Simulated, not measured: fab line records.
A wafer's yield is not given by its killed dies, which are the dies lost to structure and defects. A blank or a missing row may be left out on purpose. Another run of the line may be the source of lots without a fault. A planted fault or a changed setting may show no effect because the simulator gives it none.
A single fault, viewed from 2 desks	flow berkeley cmos170	every desk sees just its own numbers, and what lay behind them comes last

DESK OF THE TOOL OWNER: pvd sputter-02
The tool's own readings at UCB170_M3_SPUTTER_01 (material Al, target thk 900 nm, time 120 s): means of the sampled wafers that have a number, for each lot that ran on this tool. Any lot whose mean is over 4 standard deviations away from the usual mean is out of limits and marked OUT; that distance is given in the brackets.
Columns: A = cathode dc power W at UCB170_M3_SPUTTER_01, usual 6000.0 W; B = throttle valve pct at UCB170_M3_SPUTTER_01, usual 30.3 %
lot	first seen here	A	B
L200	day 7 22:09	5999.7	30.8
L206	day 9 00:34	6000.2	31.5
L211	day 10 14:41	5704.9 (-99 or more) OUT	30.8
L215	day 11 05:55	5704.5 (-99 or more) OUT	31.2
This desk's verdict: out of limits on L211, L215, starting with L211 at day 10 14:41 (cathode dc power W at UCB170_M3_SPUTTER_01). L200, L206 stayed within limits.

THE METROLOGY DESK
Lot by lot, what the gauges showed, no matter which tool ran the lot: averages of those sampled wafers that carry a number. Any lot whose mean is over 4 standard deviations away from the usual mean is out of limits and marked OUT; that distance is given in the brackets.
Columns: A = M3_AL_RS at UCB170_M3_RS_MEAS_02, usual 0.0323 ohm/sq; B = M3_AL_THK at UCB170_M3_THK_MEAS_03, usual 890 nm
lot	first seen here	A	B
L199	day 7 21:02	0.0320	897
L200	day 7 22:16	0.0322	896
L204	day 9 00:09	0.0330	872
L207	day 9 00:26	0.0323	895
L206	day 9 00:39	0.0325	889
L205	day 9 00:52	0.0322	891
L203	day 9 01:05	0.0325	887
L211	day 10 14:49	0.0343 (+5.7) OUT	841 (-4.9) OUT
L214	day 11 01:28	0.0325	885
L215	day 11 05:59	0.0341 (+5.0) OUT	844 (-4.6) OUT
L216	day 11 06:19	0.0323	888
L217	day 11 18:27	0.0325	881
L218	day 12 18:13	0.0326	883
L220	day 12 23:08	0.0325	883
This desk finds L211, L215 out of limits, with the earliest case on L211 at day 10 14:49 (M3_AL_RS at UCB170_M3_RS_MEAS_02). L199, L200, L204, L207, L206, L205, L203, L214, L216, L217, L218, L220 stayed within limits.

ALL TOGETHER
The tool owner's desk had the chance to raise an alarm at day 10 14:41 on L211, L215.
At day 10 14:49 the metrology desk could have sounded an alarm, on L211, L215.
Of the lots named, all ran UCB170_M3_SPUTTER_01 on pvd sputter-02.

WHAT WAS PUT IN BY THE SIMULATOR
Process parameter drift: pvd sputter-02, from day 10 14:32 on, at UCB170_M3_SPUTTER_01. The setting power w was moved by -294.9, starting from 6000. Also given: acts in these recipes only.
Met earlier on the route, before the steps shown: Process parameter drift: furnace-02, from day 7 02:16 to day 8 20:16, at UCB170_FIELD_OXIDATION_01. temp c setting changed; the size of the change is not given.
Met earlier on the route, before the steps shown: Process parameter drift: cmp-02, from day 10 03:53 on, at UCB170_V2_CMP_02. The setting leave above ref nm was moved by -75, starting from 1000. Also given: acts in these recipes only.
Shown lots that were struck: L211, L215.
Fault start to first reading out of limits, in hours, per desk: tool owner, 0; metrology, 0.
